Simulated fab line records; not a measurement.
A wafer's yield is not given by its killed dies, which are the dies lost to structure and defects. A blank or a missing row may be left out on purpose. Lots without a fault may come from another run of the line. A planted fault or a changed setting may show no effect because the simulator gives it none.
Tool commonality check || flow rit_cmos || Lots sampled 14, wafers sampled 42

== WHAT PROMPTED THE OPENING ==
2 of 14 lots carry a flag on the reading SPACER_NITRIDE_THK at RIT_SPACER_THK_MEAS_04. Wafers without a fault read 249.8 nm, standard deviation 2.3.
Rule: a lot is flagged in two cases, either no wafer of it has a number, or all its wafers with numbers fall more than 4 standard deviations from that mean. All remaining lots are regarded as sound.

{"lot": "L537", "measured": "day 3 00:49", "on": "film_metro-01", "SPACER_NITRIDE_THK (nm), wafer by wafer": "247.2 248.8 248.9", "flag": ""}
{"lot": "L538", "measured": "day 3 07:23", "on": "film_metro-01", "SPACER_NITRIDE_THK (nm), wafer by wafer": "245.3 245.3 246.9", "flag": ""}
{"lot": "L540", "measured": "day 3 13:25", "on": "film_metro-04", "SPACER_NITRIDE_THK (nm), wafer by wafer": "248.3 249.8 247.8", "flag": ""}
{"lot": "L541", "measured": "day 4 02:42", "on": "film_metro-04", "SPACER_NITRIDE_THK (nm), wafer by wafer": "252.6 252.3 251.4", "flag": ""}
{"lot": "L543", "measured": "day 4 05:22", "on": "film_metro-01", "SPACER_NITRIDE_THK (nm), wafer by wafer": "247.9 248.4 247.5", "flag": ""}
{"lot": "L544", "measured": "day 4 09:17", "on": "film_metro-04", "SPACER_NITRIDE_THK (nm), wafer by wafer": "248.6 249.3 247.6", "flag": ""}
{"lot": "L545", "measured": "day 4 15:56", "on": "film_metro-04", "SPACER_NITRIDE_THK (nm), wafer by wafer": "250.0 250.0 251.6", "flag": ""}
{"lot": "L546", "measured": "day 5 00:01", "on": "film_metro-04", "SPACER_NITRIDE_THK (nm), wafer by wafer": "248.9 249.9 249.5", "flag": ""}
{"lot": "L547", "measured": "day 5 01:17", "on": "film_metro-03", "SPACER_NITRIDE_THK (nm), wafer by wafer": "250.5 249.9 251.3", "flag": ""}
{"lot": "L550", "measured": "day 5 15:11", "on": "film_metro-04", "SPACER_NITRIDE_THK (nm), wafer by wafer": "246.3 249.5 248.6", "flag": ""}
{"lot": "L551", "measured": "day 5 23:22", "on": "film_metro-04", "SPACER_NITRIDE_THK (nm), wafer by wafer": "494.4 497.6 494.2", "flag": "FLAGGED"}
{"lot": "L553", "measured": "day 6 09:20", "on": "film_metro-03", "SPACER_NITRIDE_THK (nm), wafer by wafer": "492.1 490.8 491.4", "flag": "FLAGGED"}
{"lot": "L559", "measured": "day 7 14:05", "on": "film_metro-03", "SPACER_NITRIDE_THK (nm), wafer by wafer": "252.8 249.1 252.4", "flag": ""}
{"lot": "L560", "measured": "day 7 18:02", "on": "film_metro-03", "SPACER_NITRIDE_THK (nm), wafer by wafer": "249.4 250.3 251.7", "flag": ""}
Averaged over the flagged lots the numbers come to 493.4 nm, +243.6 nm from the usual (+99 or more standard deviations).

== EACH LOT AND THE TOOL IT RAN ON ==
2 process steps preceding the reading are held in the record, out of 202 steps in the route. Each cell gives the tool, then ch followed by the chambers the sampled wafers passed through, then the start.
{"lot": "L537", "flag": "", "RIT_ACTIVE_STRIP_14": "plasma_asher-01 ch 0,1, day 1 14:50", "RIT_SPACER_CVD_03": "lpcvd-02 ch 0, day 2 22:53"}
{"lot": "L538", "flag": "", "RIT_ACTIVE_STRIP_14": "plasma_asher-01 ch 0,1, day 1 20:02", "RIT_SPACER_CVD_03": "lpcvd-02 ch 1, day 3 05:27"}
{"lot": "L540", "flag": "", "RIT_ACTIVE_STRIP_14": "plasma_asher-01 ch 0,1, day 2 05:59", "RIT_SPACER_CVD_03": "lpcvd-02 ch 0, day 3 11:29"}
{"lot": "L541", "flag": "", "RIT_ACTIVE_STRIP_14": "plasma_asher-03 ch 0,1, day 2 10:58", "RIT_SPACER_CVD_03": "lpcvd-01 ch 1, day 4 00:47"}
{"lot": "L543", "flag": "", "RIT_ACTIVE_STRIP_14": "plasma_asher-02 ch 0,1, day 2 21:01", "RIT_SPACER_CVD_03": "lpcvd-02 ch 0, day 4 03:27"}
{"lot": "L544", "flag": "", "RIT_ACTIVE_STRIP_14": "plasma_asher-02 ch 1, day 3 01:53", "RIT_SPACER_CVD_03": "lpcvd-02 ch 0, day 4 07:22"}
{"lot": "L545", "flag": "", "RIT_ACTIVE_STRIP_14": "plasma_asher-01 ch 0,1, day 3 06:50", "RIT_SPACER_CVD_03": "lpcvd-02 ch 0, day 4 14:00"}
{"lot": "L546", "flag": "", "RIT_ACTIVE_STRIP_14": "plasma_asher-01 ch 0,1, day 3 16:25", "RIT_SPACER_CVD_03": "lpcvd-02 ch 0, day 4 22:05"}
{"lot": "L547", "flag": "", "RIT_ACTIVE_STRIP_14": "plasma_asher-01 ch 0,1, day 3 17:33", "RIT_SPACER_CVD_03": "lpcvd-01 ch 1, day 4 23:22"}
{"lot": "L550", "flag": "", "RIT_ACTIVE_STRIP_14": "plasma_asher-01 ch 0,1, day 4 08:55", "RIT_SPACER_CVD_03": "lpcvd-02 ch 0, day 5 13:16"}
{"lot": "L551", "flag": "FLAGGED", "RIT_ACTIVE_STRIP_14": "plasma_asher-01 ch 0,1, day 4 13:41", "RIT_SPACER_CVD_03": "lpcvd-01 ch 0, day 5 19:22"}
{"lot": "L553", "flag": "FLAGGED", "RIT_ACTIVE_STRIP_14": "plasma_asher-02 ch 0,1, day 4 23:24", "RIT_SPACER_CVD_03": "lpcvd-02 ch 0, day 6 05:19"}
{"lot": "L559", "flag": "", "RIT_ACTIVE_STRIP_14": "plasma_asher-01 ch 0,1, day 6 05:04", "RIT_SPACER_CVD_03": "lpcvd-01 ch 0, day 7 11:11"}
{"lot": "L560", "flag": "", "RIT_ACTIVE_STRIP_14": "plasma_asher-01 ch 0,1, day 6 10:02", "RIT_SPACER_CVD_03": "lpcvd-02 ch 0, day 7 16:05"}
What is done by these steps:
- RIT_ACTIVE_STRIP_14: strips in O2, time 180 s.
- RIT_SPACER_CVD_03: deposits Si3N4 from SiH2Cl2/NH3, target thk 250 nm, time 3300 s.
- RIT_SPACER_THK_MEAS_04

== FLAGGED AGAINST TOTAL, ONE TOOL AT A TIME (gauges that did the reading follow at the end) ==
{"step": "RIT_ACTIVE_STRIP_14", "tool": "plasma_asher-01", "lots run": 10, "flagged": 1, "share of the flagged lots": "some", "sound lots run after its first flagged lot": "2 (L559,L560)"}
{"step": "RIT_ACTIVE_STRIP_14", "tool": "plasma_asher-02", "lots run": 3, "flagged": 1, "share of the flagged lots": "some", "sound lots run after its first flagged lot": 0}
{"step": "RIT_ACTIVE_STRIP_14", "tool": "plasma_asher-03", "lots run": 1, "flagged": 0, "share of the flagged lots": "none", "sound lots run after its first flagged lot": "-"}
{"step": "RIT_SPACER_CVD_03", "tool": "lpcvd-01", "lots run": 4, "flagged": 1, "share of the flagged lots": "some", "sound lots run after its first flagged lot": "1 (L559)"}
{"step": "RIT_SPACER_CVD_03", "tool": "lpcvd-02", "lots run": 10, "flagged": 1, "share of the flagged lots": "some", "sound lots run after its first flagged lot": "1 (L560)"}
{"step": "RIT_SPACER_THK_MEAS_04", "tool": "film_metro-01", "lots run": 3, "flagged": 0, "share of the flagged lots": "none", "sound lots run after its first flagged lot": "-"}
{"step": "RIT_SPACER_THK_MEAS_04", "tool": "film_metro-03", "lots run": 4, "flagged": 1, "share of the flagged lots": "some", "sound lots run after its first flagged lot": "2 (L559,L560)"}
{"step": "RIT_SPACER_THK_MEAS_04", "tool": "film_metro-04", "lots run": 7, "flagged": 1, "share of the flagged lots": "some", "sound lots run after its first flagged lot": 0}

== WHAT THE TABLE ALLOWS ==
No row of the table ran every flagged lot.

== WHAT WAS PUT IN BY THE SIMULATOR ==
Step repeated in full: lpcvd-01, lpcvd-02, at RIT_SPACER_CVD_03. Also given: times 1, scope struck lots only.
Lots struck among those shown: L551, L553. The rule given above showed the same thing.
